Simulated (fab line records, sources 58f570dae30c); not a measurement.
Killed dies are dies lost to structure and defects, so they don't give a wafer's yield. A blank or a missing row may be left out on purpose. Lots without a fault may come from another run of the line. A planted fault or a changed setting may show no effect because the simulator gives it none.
Which tool did it? | flow berkeley_cmos170 | 7 lots, 21 wafers sampled, at 2 steps of a route of 331

WHAT THE GAUGES READ, wafer by wafer
UCB170_GATE_THK_MEAS_02.
lot  | measured     | on            | GATE_OXIDE_THK (nm)
L567 | day 7 01:03  | film_metro-01 | 6.56 6.50 6.41
L570 | day 7 17:52  | film_metro-01 | 6.48 6.51 6.50
L574 | day 8 13:44  | film_metro-01 | 6.65 6.75 6.57
L581 | day 10 13:38 | film_metro-01 | 6.56 6.60 6.72
L583 | day 10 13:33 | film_metro-01 | 6.48 6.60 6.60
L586 | day 11 13:08 | film_metro-01 | 6.62 6.66 6.61
L589 | day 11 23:50 | film_metro-03 | 6.57 6.53 6.50

WHICH TOOL RAN EACH LOT (tool, then ch and the chambers of the sampled wafers, then the start)
lot  | UCB170_GATE_OXIDATION_01
L567 | furnace-04 ch 0, day 6 23:33
L570 | furnace-04 ch 0, day 7 16:22
L574 | furnace-01 ch 0, day 8 12:13
L581 | furnace-02 ch 0, day 10 12:03
L583 | furnace-02 ch 0, day 10 12:03
L586 | furnace-01 ch 0, day 11 11:38
L589 | furnace-02 ch 0, day 11 22:20
- UCB170_GATE_OXIDATION_01: target thk 6.6 nm, ox time 1800 s.

THE ANSWER, worked out from the rows above alone
Rule: what is usual is taken from the lots themselves. Put in order of their means at a reading, lots are off if they are a third of the lots or fewer, leave a main group of 4 or more, and stand apart from it by a gap of 3 or more times the standard deviation of the main group's means; of several such gaps the widest counts. A main group whose means are all the same, to the digits that the tables above print for the reading, isn't used. A lot without any number at a reading at which 4 lots or more have one is off too. The other lots that the step has rows for count as sound.
No lot is off at any reading shown: from this, nothing can be told.

WHAT THE SIMULATOR HAD PUT IN
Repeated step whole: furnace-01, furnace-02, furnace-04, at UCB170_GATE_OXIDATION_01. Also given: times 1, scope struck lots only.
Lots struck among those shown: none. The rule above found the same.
